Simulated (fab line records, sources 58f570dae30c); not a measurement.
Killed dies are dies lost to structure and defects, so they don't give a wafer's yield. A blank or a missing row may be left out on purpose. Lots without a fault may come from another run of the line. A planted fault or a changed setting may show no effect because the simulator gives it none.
A struck lot beside a sound one | flow berkeley_cmos170 | 14 steps out of a route of 331
Sound: wafers L990.1, L990.3, L990.6. Struck: wafers L995.1, L995.2, L995.6. The cause comes at the end.
At each step with rows: each side's tool, then ch and its chambers, then its first start. Under that, the readings that differ: sound wafers | struck wafers | difference of the means | sigmas: that difference in standard deviations of wafers without a fault.
alike: readings whose means differ by less than 2 such deviations, and words and numbers that are the same on both sides. not compared: withheld readings, readings that some wafer has no value for, bounds like >300 that may hide the same value, and numbers for which the record gives no deviation and whose values overlap.
The two part at a step that has a row with sigmas, a row that says differs or no value, or rows on one side only. Numbers that don't overlap but have no deviation are shown without sigmas and don't part them. A reading that every wafer of one side lacks parts them only if that side has two wafers or more.

UCB170_M2_CD_MEAS_90: target cd 700 nm.
  sound on cd_sem-01, day 9 18:07; struck on cd_sem-02, day 10 04:17
  alike: cd_nm
UCB170_V2_CVD_00: deposits SiO2 from TEOS/O2, target thk 2000 nm, time 250 s.
  sound on pecvd-01 ch 1,2, day 9 18:14; struck on pecvd-04 ch 0,2, day 10 04:25
  alike: heater_power_w, pressure_mtorr
UCB170_V2_THK_MEAS_01:
  sound on film_metro-03, day 9 18:23; struck on film_metro-03, day 10 04:34
  alike: V2_TEOS_THK
UCB170_V2_CMP_02: polishes SiO2.
  sound on cmp-02 ch 1,3, day 9 18:27; struck on cmp-01 ch 0,2,3, day 10 04:44
  alike: motor_current_A, slurry_flow_ml_min
UCB170_V2_BOW_MEAS_03:
  sound on film_metro-03, day 9 18:45; struck on film_metro-04, day 10 04:56
  alike: V2_BOW
UCB170_V2_THK_MEAS_04:
  sound on film_metro-03, day 9 18:52; struck on film_metro-04, day 10 05:03
  alike: V2_POLISHED_THK
then, 6 steps without rows for these wafers: UCB170_V2_CLEAN_05 (cleans in DIW); UCB170_V2_HMDS_06 (prime time 60 s); UCB170_V2_COAT_07 (resist thk 900 nm); UCB170_V2_SOFTBAKE_08 (time 60 s); UCB170_V2_EXPOSE_09 (exposes mask VIA2, target cd 700 nm); UCB170_V2_PEB_10.
UCB170_V2_DEVELOP_11: develop time 45 s.
  sound on litho_track-03 ch 0, day 9 20:00; struck on litho_track-04, day 10 06:00
  no value came back on the struck wafers for chill_plate_temp_C (C), develop_time_s (s), resist_line_temp_C (C); on the sound wafers chill_plate_temp_C (C) reads 23.16 23.17 23.24
  reading                             | sound             | struck            | difference | sigmas
  model.KrF_of_V2_COAT_07.thk_nm (nm) | 882.5 886.2 885.3 | 895.8 894.6 896.6 | +11.0      |
UCB170_V2_CD_MEAS_12: target cd 700 nm.
  sound on cd_sem-02, day 9 20:51; struck on cd_sem-01, day 10 06:09
  reading    | sound             | struck | difference                    | sigmas
  cd_nm (nm) | 700.7 699.2 699.4 | - - -  | no value on the struck wafers |

WHERE THEY PART
First at UCB170_V2_DEVELOP_11; last, within this record, at UCB170_V2_CD_MEAS_12.

WHY: what the simulator had put in
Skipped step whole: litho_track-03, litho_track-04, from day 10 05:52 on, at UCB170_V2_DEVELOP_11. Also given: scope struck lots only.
